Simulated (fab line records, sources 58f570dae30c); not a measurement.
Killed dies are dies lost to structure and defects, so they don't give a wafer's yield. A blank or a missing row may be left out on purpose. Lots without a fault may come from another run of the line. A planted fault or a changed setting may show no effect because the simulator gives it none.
Which tool did it? | flow berkeley_cmos170 | 14 lots, 42 wafers sampled, at 7 steps of a route of 331

WHAT THE GAUGES READ, wafer by wafer
UCB170_START_THK_MEAS_03.
lot  | measured    | on            | START_OXIDE_THK (nm)
L592 | day 1 14:39 | film_metro-01 | 19.7 19.6 19.7
L593 | day 1 19:58 | film_metro-04 | 20.0 20.4 20.0
L594 | day 2 02:56 | film_metro-04 | 20.1 20.5 20.5
L595 | day 2 02:57 | film_metro-01 | 19.5 19.5 19.5
L596 | day 2 12:35 | film_metro-02 | 20.1 20.1 20.1
L597 | day 2 15:28 | film_metro-01 | 19.7 20.1 19.7
L598 | day 2 21:17 | film_metro-02 | 19.9 20.0 20.1
L599 | day 3 02:57 | film_metro-01 | 20.1 20.3 20.2
L604 | day 4 05:46 | film_metro-04 | 19.5 19.0 19.2
L606 | day 4 13:46 | film_metro-01 | 20.3 20.4 19.9
L608 | day 4 23:23 | film_metro-04 | 20.2 20.2 19.9
L611 | day 5 14:49 | film_metro-01 | 20.5 20.7 20.9
L612 | day 5 18:16 | film_metro-04 | 20.8 20.3 20.5
L614 | day 6 05:23 | film_metro-04 | 20.7 20.6 20.4

UCB170_M2_RS_MEAS_02: measures by four-point-probe.
lot  | measured     | on            | M2_AL_RS (ohm/sq)
L592 | day 9 02:27  | film_metro-04 | 0.0331 0.0327 0.0330
L593 | day 9 01:51  | film_metro-02 | 0.0319 0.0321 0.0320
L594 | day 9 01:43  | film_metro-03 | 0.0322 0.0324 0.0325
L595 | day 9 01:37  | film_metro-02 | 0.0329 0.0328 0.0329
L596 | day 9 05:16  | film_metro-03 | 0.0324 0.0322 0.0323
L597 | day 9 03:09  | film_metro-03 | 0.0323 0.0326 0.0320
L598 | day 10 02:07 | film_metro-04 | 0.0324 0.0322 0.0324
L599 | day 10 01:49 | film_metro-02 | 0.0318 0.0318 0.0318
L604 | day 11 05:47 | film_metro-04 | 0.1144 0.1125 0.1158
L606 | day 11 07:14 | film_metro-03 | 0.1136 0.1200 0.1157
L608 | day 11 21:10 | film_metro-02 | 0.1243 0.1190 0.1175
L611 | day 12 10:22 | film_metro-03 | 0.0321 0.0322 0.0321
L612 | day 12 09:24 | film_metro-02 | 0.0318 0.0314 0.0314
L614 | day 12 18:52 | film_metro-02 | 0.0321 0.0320 0.0318

UCB170_M2_THK_MEAS_03: measures by xrf.
lot  | measured     | on            | M2_AL_THK (nm)
L592 | day 9 02:33  | film_metro-04 | 905 913 907
L593 | day 9 01:58  | film_metro-02 | 918 910 919
L594 | day 9 01:49  | film_metro-03 | 917 912 910
L595 | day 9 01:43  | film_metro-02 | 887 889 896
L596 | day 9 05:23  | film_metro-03 | 907 915 918
L597 | day 9 03:16  | film_metro-03 | 909 904 922
L598 | day 10 02:13 | film_metro-04 | 914 917 920
L599 | day 10 01:55 | film_metro-02 | 923 931 929
L604 | day 11 05:53 | film_metro-04 | 267 270 263
L606 | day 11 07:21 | film_metro-03 | 268 255 262
L608 | day 11 21:17 | film_metro-02 | 245 255 260
L611 | day 12 10:29 | film_metro-03 | 923 914 920
L612 | day 12 09:31 | film_metro-02 | 928 936 935
L614 | day 12 18:59 | film_metro-02 | 921 921 925

UCB170_M3_CD_MEAS_15: target cd 700 nm.
lot  | measured     | on        | cd_nm (nm)
L592 | day 9 16:53  | cd_sem-02 | 700.0 698.3 700.0
L593 | day 9 17:08  | cd_sem-02 | 697.9 699.1 697.4
L594 | day 9 17:36  | cd_sem-02 | 700.8 701.1 700.4
L595 | day 9 17:20  | cd_sem-01 | 700.7 699.5 699.6
L596 | day 9 17:55  | cd_sem-01 | 698.8 700.1 699.9
L597 | day 9 17:18  | cd_sem-02 | 700.5 700.8 700.3
L598 | day 10 12:47 | cd_sem-01 | 700.1 700.7 699.6
L599 | day 10 13:04 | cd_sem-01 | 700.5 700.6 700.5
L604 | day 11 14:16 | cd_sem-02 | 701.1 701.0 703.0
L606 | day 11 16:27 | cd_sem-02 | 700.5 701.1 700.5
L608 | day 12 04:59 | cd_sem-02 | 702.0 702.4 702.5
L611 | day 12 19:12 | cd_sem-02 | 699.0 698.7 698.5
L612 | day 12 19:04 | cd_sem-01 | 699.3 698.6 699.1
L614 | day 13 03:00 | cd_sem-01 | 699.8 699.9 698.5

WHICH TOOL RAN EACH LOT (tool, then ch and the chambers of the sampled wafers, then the start)
lot  | UCB170_ACTIVE_ETCH_15             | UCB170_M2_SPUTTER_01         | UCB170_M2_METAL_ETCH_18
L592 | rie_diel-04 ch 0,2,3, day 5 01:46 | pvd_sputter-01, day 9 02:20  | rie_metal-01 ch 0,1, day 9 08:31
L593 | rie_diel-02 ch 0,1, day 5 02:02   | pvd_sputter-04, day 9 01:46  | rie_metal-02 ch 0,1, day 9 08:44
L594 | rie_diel-01 ch 0,3, day 5 06:55   | pvd_sputter-02, day 9 01:36  | rie_metal-01 ch 0,1, day 9 08:58
L595 | rie_diel-04 ch 0,1, day 5 06:40   | pvd_sputter-01, day 9 01:29  | rie_metal-04 ch 0,1, day 9 08:48
L596 | rie_diel-01 ch 0,1,2, day 5 18:54 | pvd_sputter-04, day 9 05:11  | rie_metal-04 ch 0,1, day 9 09:20
L597 | rie_diel-02 ch 0,1,2, day 5 18:47 | pvd_sputter-02, day 9 03:04  | rie_metal-02 ch 0,1, day 9 09:04
L598 | rie_diel-01 ch 2,3, day 6 03:40   | pvd_sputter-02, day 10 02:00 | rie_metal-04 ch 0,1, day 10 04:37
L599 | rie_diel-01 ch 0,3, day 6 04:16   | pvd_sputter-04, day 10 01:43 | rie_metal-01 ch 0,1, day 10 04:32
L604 | rie_diel-01 ch 0,1, day 7 13:18   | pvd_sputter-04, day 11 05:41 | rie_metal-04 ch 0,1, day 11 08:17
L606 | rie_diel-04 ch 0,2,3, day 7 19:17 | pvd_sputter-04, day 11 07:09 | rie_metal-04 ch 0,1, day 11 09:28
L608 | rie_diel-02 ch 1,2,3, day 8 11:23 | pvd_sputter-04, day 11 21:05 | rie_metal-01 ch 0,1, day 11 23:41
L611 | rie_diel-02 ch 0,1,2, day 8 23:31 | pvd_sputter-02, day 12 10:16 | rie_metal-02 ch 0,1, day 12 13:18
L612 | rie_diel-01 ch 0,3, day 8 23:15   | pvd_sputter-01, day 12 09:19 | rie_metal-01 ch 0,1, day 12 12:37
L614 | rie_diel-04 ch 1,3, day 9 09:08   | pvd_sputter-01, day 12 18:46 | rie_metal-01 ch 0,1, day 12 21:19
- UCB170_ACTIVE_ETCH_15: etches Si3N4 in CH3F/Ar/O2, stops on SiO2, target depth 242 nm, time 151 s.
- UCB170_M2_SPUTTER_01: material Al, target thk 900 nm, time 120 s.
- UCB170_M2_METAL_ETCH_18: etches Al in Cl2/BCl3, stops on SiO2, target depth 1170 nm, time 195 s.

WHAT THE TOOLS THEMSELVES READ (means of the sampled wafers that have a number; where no wafer has one, the mark that the record gives instead)
UCB170_ACTIVE_ETCH_15.
lot  | tool        | CH3F_flow_sccm (sccm) | drypump_motor_current_A (A) | oes_product_au (a.u.) | throttle_valve_pct (%)
L592 | rie_diel-04 | 20.01                 | 5.8                         | 0.941                 | 7.98
L593 | rie_diel-02 | 20.01                 | 6.3                         | 0.938                 | 8.05
L594 | rie_diel-01 | 20.05                 | 5.8                         | 0.939                 | 8.07
L595 | rie_diel-04 | 19.94                 | 5.3                         | 0.940                 | 8.14
L596 | rie_diel-01 | 20.03                 | 5.9                         | 0.935                 | 8.00
L597 | rie_diel-02 | 20.00                 | 5.9                         | 0.951                 | 8.06
L598 | rie_diel-01 | 19.99                 | 6.3                         | 0.947                 | 7.94
L599 | rie_diel-01 | 20.02                 | 5.8                         | 0.938                 | 8.07
L604 | rie_diel-01 | 19.98                 | 5.6                         | 0.934                 | 8.09
L606 | rie_diel-04 | 20.02                 | 5.8                         | 0.933                 | 7.99
L608 | rie_diel-02 | 20.00                 | 5.7                         | 0.939                 | 8.11
L611 | rie_diel-02 | 20.00                 | 5.9                         | 0.948                 | 8.05
L612 | rie_diel-01 | 19.99                 | 5.8                         | 0.947                 | 8.07
L614 | rie_diel-04 | 20.00                 | 5.3                         | 0.927                 | 8.11

UCB170_M2_SPUTTER_01.
lot  | tool           | throttle_valve_pct (%)
L592 | pvd_sputter-01 | 30.8
L593 | pvd_sputter-04 | 29.5
L594 | pvd_sputter-02 | 29.7
L595 | pvd_sputter-01 | 30.0
L596 | pvd_sputter-04 | 28.9
L597 | pvd_sputter-02 | 30.0
L598 | pvd_sputter-02 | 30.0
L599 | pvd_sputter-04 | 29.4
L604 | pvd_sputter-04 | 28.7
L606 | pvd_sputter-04 | 29.1
L608 | pvd_sputter-04 | 29.4
L611 | pvd_sputter-02 | 29.5
L612 | pvd_sputter-01 | 31.5
L614 | pvd_sputter-01 | 30.9

UCB170_M2_METAL_ETCH_18.
lot  | tool         | drypump_motor_current_A (A) | he_backside_leak_sccm (sccm) | oes_product_au (a.u.) | throttle_valve_pct (%)
L592 | rie_metal-01 | 5.5                         | 3.2                          | 0.861                 | 24.13
L593 | rie_metal-02 | 6.0                         | 3.2                          | 0.846                 | 24.53
L594 | rie_metal-01 | 5.5                         | 3.3                          | 0.854                 | 24.30
L595 | rie_metal-04 | 5.9                         | 3.3                          | 0.850                 | 24.52
L596 | rie_metal-04 | 5.9                         | 3.4                          | 0.863                 | 24.53
L597 | rie_metal-02 | 6.2                         | 3.2                          | 0.851                 | 24.54
L598 | rie_metal-04 | 6.0                         | 4.2                          | 0.853                 | 24.54
L599 | rie_metal-01 | 5.5                         | 3.2                          | 0.862                 | 24.28
L604 | rie_metal-04 | 6.0                         | 3.6                          | 0.515                 | 24.71
L606 | rie_metal-04 | 5.9                         | 3.4                          | 0.522                 | 24.69
L608 | rie_metal-01 | 5.5                         | 3.3                          | 0.510                 | 24.46
L611 | rie_metal-02 | 6.2                         | 3.3                          | 0.851                 | 24.52
L612 | rie_metal-01 | 5.5                         | 3.4                          | 0.861                 | 24.30
L614 | rie_metal-01 | 5.5                         | 3.3                          | 0.858                 | 24.29

THE ANSWER, worked out from the rows above alone
Rule: what is usual is taken from the lots themselves. Put in order of their means at a reading, lots are off if they are a third of the lots or fewer, leave a main group of 4 or more, and stand apart from it by a gap of 3 or more times the standard deviation of the main group's means; of several such gaps the widest counts. A main group whose means are all the same, to the digits that the tables above print for the reading, isn't used. A lot without any number at a reading at which 4 lots or more have one is off too. The other lots that the step has rows for count as sound. The gauges are gone through in route order, then the tools' own readings, and for those a lot's mean is taken as printed above. The first step at which some lot is off is used, and at that step the reading that is off furthest; a lot without a number counts as furthest.
Off: L604, L606, L608, at UCB170_M2_RS_MEAS_02 (M2_AL_RS). The main group: mean 0.0322 ohm/sq, standard deviation 0.0004.
A tool fits if, at a process step before that reading, it ran every lot that is off, and no sound lot after the first of them. The gauges at UCB170_M2_RS_MEAS_02 aren't tried: what is off there is off at UCB170_M2_METAL_ETCH_18 too, on other tools, and a gauge's error can't cause that. One fits: pvd_sputter-04 at UCB170_M2_SPUTTER_01. Its last sound lot is L599 (day 10 01:43), its first lot that is off L604 (day 11 05:41): a fault that began between those two fits.

WHAT THE SIMULATOR HAD PUT IN
Process parameter drift: pvd_sputter-04, from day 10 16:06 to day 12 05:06, at UCB170_M2_SPUTTER_01. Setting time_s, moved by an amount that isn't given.
Lots struck among those shown: L604, L606, L608. The rule above found the same.
